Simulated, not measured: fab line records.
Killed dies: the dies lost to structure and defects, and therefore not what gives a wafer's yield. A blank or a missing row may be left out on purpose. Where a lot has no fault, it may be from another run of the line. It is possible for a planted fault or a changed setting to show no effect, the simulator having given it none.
Matching of chambers	flow berkeley-cmos170	rie-diel-03 running UCB170_ZERO_ETCH_06: 4 sister chambers
The step etches SiO2 in CHF3/CF4/Ar, time 12 s. 22 wafers are shown with their chamber, then 11 later ones without.

WAFERS WITH THEIR CHAMBER
wafer	chamber	drypump-motor-current-A (A)	throttle-valve-pct (%)	oes-product-au (a.u.)
L074.1	1	4.9	8.98	0.617
L074.2	2	6.6	9.26	0.636
L074.4	3	4.9	9.21	0.623
L077.1	3	4.9	9.23	0.634
L077.2	0	6.3	9.28	0.611
L077.4	1	4.9	8.97	0.626
L079.1	3	4.9	9.22	0.623
L079.5	1	4.9	9.00	0.619
L079.6	2	6.6	9.26	0.632
L080.2	3	4.9	9.23	0.618
L080.4	2	6.6	9.26	0.633
L080.6	3	4.8	9.24	0.632
L082.1	2	6.6	9.26	0.625
L082.4	0	6.3	9.28	0.617
L082.6	3	4.9	9.24	0.632
L085.3	1	5.0	8.99	0.622
L085.4	2	6.6	9.26	0.635
L085.5	2	6.6	9.26	0.628
L086.2	0	6.3	9.28	0.617
L086.3	1	5.0	8.99	0.621
L086.6	1	4.9	8.99	0.614
L087.3	0	6.3	9.27	0.609

SIGNATURES, as means of the wafers listed above
reading	chamber 0	chamber 1	chamber 2	chamber 3	scatter within a chamber
drypump-motor-current-A	6.300	4.933	6.600	4.883	0.0347
throttle-valve-pct	9.2775	8.9867	9.2600	9.2283	0.00847
oes-product-au	0.61350	0.61983	0.63150	0.62700	0.00494
Rule: a wafer lies at a distance from a chamber equal to the root of the sum of squares, over the readings, of (its reading less the chamber's mean, divided by the reading's scatter). The wafer belongs to the nearest chamber; if the next one is less than 2 further off, it can't be placed. The scatter: take each reading less its chamber's mean, square it, sum over the shown wafers, divide by the number of wafers less the number of chambers, and take the root.

WAFERS MISSING THEIR CHAMBER
wafer	drypump-motor-current-A (A)	throttle-valve-pct (%)	oes-product-au (a.u.)
L087.4	6.6	9.26	0.634
L087.6	6.3	9.28	0.606
L091.3	6.6	9.25	0.627
L091.4	4.9	9.22	0.630
L091.5	6.3	9.29	0.605
L093.1	6.3	9.28	0.614
L093.3	4.9	9.00	0.617
L093.5	6.3	9.27	0.606
L095.1	6.3	9.29	0.611
L095.5	6.6	9.27	0.632
L095.6	5.0	8.98	0.619

CHAMBER TAKEN BY EACH
wafer	from the rows above	in truth
L087.4	2	2
L087.6	0	0
L091.3	2	2
L091.4	3	3
L091.5	0	0
L093.1	0	0
L093.3	1	1
L093.5	0	0
L095.1	0	0
L095.5	2	2
L095.6	1	1
11 of 11 placed correctly. Can't be placed from these rows: 0. 0 placed wrongly.
